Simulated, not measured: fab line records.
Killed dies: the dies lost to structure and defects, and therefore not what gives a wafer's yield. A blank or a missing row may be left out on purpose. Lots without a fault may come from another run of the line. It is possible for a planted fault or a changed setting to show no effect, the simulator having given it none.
Which tool did it? | flow rit_cmos | 45 wafers from 15 lots sampled at 3 of the route's 202 steps

## WHAT THE GAUGES READ, wafer by wafer
RIT_M1_CD_MEAS_09: the cd target is 2600 nm. Usual: cd_nm at 2600.7 nm, with a standard deviation of 2.2.
lot  | measured    | on        | cd_nm (nm)           | flag
L985 | day 3 17:05 | cd_sem-02 | 2597.1 2598.6 2598.1 |
L986 | day 3 23:19 | cd_sem-01 | 2599.3 2599.6 2597.8 |
L987 | day 4 00:28 | cd_sem-01 | 2596.0 2597.5 2598.8 |
L988 | day 4 04:50 | cd_sem-02 | 2600.3 2601.3 2599.8 |
L989 | day 4 06:35 | cd_sem-01 | 2600.7 2601.0 2600.2 |
L990 | day 4 08:50 | cd_sem-02 | 2599.7 2599.4 2599.2 |
L991 | day 4 16:59 | cd_sem-01 | 2602.7 2598.3 2600.4 |
L994 | day 5 08:55 | cd_sem-02 | 2601.5 2602.5 2601.1 |
L996 | day 6 00:20 | cd_sem-01 | 2598.0 2598.3 2598.4 |
L997 | day 6 02:55 | cd_sem-01 | 2603.2 2601.3 2602.8 |
L998 | day 6 04:21 | cd_sem-01 | 2602.3 2601.3 2604.1 |
L100 | day 6 15:26 | cd_sem-01 | 2602.1 2600.6 2600.4 |
L103 | day 7 05:17 | cd_sem-02 | 2598.2 2600.2 2599.3 |
L106 | day 7 17:31 | cd_sem-02 | 2599.4 2596.9 2597.3 |
L108 | day 8 08:04 | cd_sem-01 | 2601.8 2598.0 2601.1 |

## EACH LOT AND THE TOOL THAT RAN IT (in order: tool; ch and the chambers of the sampled wafers; start)
lot  | RIT_CONTACT_ETCH_11               | RIT_CONTACT_STRIP_12
L985 | rie_diel-02 ch 0,1,2, day 3 14:41 | plasma_asher-02 ch 1, day 3 14:53
L986 | rie_diel-03 ch 0,3, day 3 20:52   | plasma_asher-04 ch 0,1, day 3 21:03
L987 | rie_diel-04 ch 0,3, day 3 22:12   | plasma_asher-04 ch 0,1, day 3 22:24
L988 | rie_diel-04 ch 2,3, day 4 02:35   | plasma_asher-03 ch 0,1, day 4 02:50
L989 | rie_diel-02 ch 1,2,3, day 4 04:16 | plasma_asher-03 ch 0,1, day 4 04:27
L990 | rie_diel-03 ch 2,3, day 4 06:39   | plasma_asher-02 ch 0,1, day 4 06:50
L991 | rie_diel-04 ch 0,1, day 4 14:40   | plasma_asher-03 ch 0,1, day 4 14:52
L994 | rie_diel-02 ch 0,3, day 5 06:32   | plasma_asher-03 ch 0,1, day 5 06:44
L996 | rie_diel-04 ch 2,3, day 5 22:04   | plasma_asher-03 ch 0,1, day 5 22:19
L997 | rie_diel-03 ch 2,3, day 6 00:35   | plasma_asher-04 ch 0,1, day 6 00:47
L998 | rie_diel-04 ch 1,2,3, day 6 02:04 | plasma_asher-04 ch 0,1, day 6 02:16
L100 | rie_diel-03 ch 1,2,3, day 6 12:59 | plasma_asher-02 ch 0,1, day 6 13:11
L103 | rie_diel-02 ch 2,3, day 7 02:53   | plasma_asher-02 ch 0,1, day 7 03:05
L106 | rie_diel-02 ch 0,1,2, day 7 15:11 | plasma_asher-04 ch 0,1, day 7 15:22
L108 | rie_diel-02 ch 1,2, day 8 05:44   | plasma_asher-04 ch 1, day 8 05:56
- RIT_CONTACT_ETCH_11: etches SiO2 in CHF3/CF4/Ar, stops on TiSi2, target depth 480 nm, time 320 s.
- RIT_CONTACT_STRIP_12: strips in O2, time 180 s.

## AS READ BY THE TOOLS THEMSELVES (means over the sampled wafers that have a number; for cases with no such wafer, the mark the record gives instead)
RIT_CONTACT_ETCH_11. Usual: drypump_motor_current_A 5.45 A, standard deviation 0.27; oes_product_au 0.996 a.u., standard deviation 0.011; run_length_s 348.1 s, standard deviation 0.44; throttle_valve_pct 8.86 %, standard deviation 0.13.
lot  | tool        | drypump_motor_current_A (A) | oes_product_au (a.u.) | run_length_s (s) | throttle_valve_pct (%) | flag
L985 | rie_diel-02 | 5.36                        | 0.996                 | 348.1            | 8.79                   |
L986 | rie_diel-03 | 5.23                        | 1.008                 | 348.3            | 8.81                   |
L987 | rie_diel-04 | 5.45                        | 0.989                 | 347.7            | 8.82                   |
L988 | rie_diel-04 | 5.54                        | 0.985                 | 348.0            | 8.88                   |
L989 | rie_diel-02 | 5.28                        | 0.990                 | 348.2            | 8.80                   |
L990 | rie_diel-03 | 5.36                        | 1.004                 | 348.6            | 9.03                   |
L991 | rie_diel-04 | 5.71                        | 0.989                 | 348.2            | 8.87                   |
L994 | rie_diel-02 | 5.47                        | 1.004                 | 348.2            | 8.69                   |
L996 | rie_diel-04 | 5.42                        | 0.990                 | 347.6            | 8.85                   |
L997 | rie_diel-03 | 5.14                        | 1.007                 | 348.5            | 8.93                   |
L998 | rie_diel-04 | 5.54                        | 0.985                 | 347.9            | 8.91                   |
L100 | rie_diel-03 | 5.42                        | 1.006                 | 348.0            | 8.98                   |
L103 | rie_diel-02 | 5.20                        | 0.985                 | 383.9            | 8.79                   | OFF
L106 | rie_diel-02 | 5.38                        | 0.996                 | 383.7            | 8.80                   | OFF
L108 | rie_diel-02 | 5.17                        | 0.986                 | 419.3            | 8.88                   | OFF

RIT_CONTACT_STRIP_12. Usual: drypump_motor_current_A at 5.7 A, with a standard deviation of 0.33.
lot  | tool            | drypump_motor_current_A (A) | flag
L985 | plasma_asher-02 | 6.1                         |
L986 | plasma_asher-04 | 5.4                         |
L987 | plasma_asher-04 | 5.4                         |
L988 | plasma_asher-03 | 5.8                         |
L989 | plasma_asher-03 | 5.6                         |
L990 | plasma_asher-02 | 5.9                         |
L991 | plasma_asher-03 | 5.8                         |
L994 | plasma_asher-03 | 5.7                         |
L996 | plasma_asher-03 | 5.7                         |
L997 | plasma_asher-04 | 5.6                         |
L998 | plasma_asher-04 | 5.6                         |
L100 | plasma_asher-02 | 5.6                         |
L103 | plasma_asher-02 | 5.8                         |
L106 | plasma_asher-04 | 5.5                         |
L108 | plasma_asher-04 | 5.2                         |

## THE ANSWER, worked out from the rows above alone
Rule: a lot is off if the mean of its wafers that have a number lies more than 3 standard deviations from the usual mean. Also off: a lot with no number at a reading for which 4 or more lots have one. The other lots that the step has rows for count as sound. After the gauges, taken in route order, come the tools' own readings; for these a lot's mean is taken, as printed above. The first step at which some lot is off is used, and at that step the reading that is off furthest; a lot without a number counts as furthest.
Off: L103, L106, L108, at RIT_CONTACT_ETCH_11 (run_length_s).
If a tool, at that step or one of the process steps before it, ran each lot that is off and ran no sound lot following the first of them, it fits. One candidate fits, namely rie_diel-02 at RIT_CONTACT_ETCH_11. A fault onset in the window from L994 (day 5 06:32, its last sound lot) to L103 (day 7 02:53, its first lot off) fits.
The tool's own readings at RIT_CONTACT_ETCH_11 bear it out: on the lots that are off they differ by more than 5 times the standard deviation of the sound lots' means. run_length_s reads 395.6 s there against 348.1 s on the sound lots.

## WHAT THE SIMULATOR PUT IN
rie_diel-02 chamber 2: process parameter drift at RIT_CONTACT_ETCH_11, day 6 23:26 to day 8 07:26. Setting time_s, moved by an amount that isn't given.
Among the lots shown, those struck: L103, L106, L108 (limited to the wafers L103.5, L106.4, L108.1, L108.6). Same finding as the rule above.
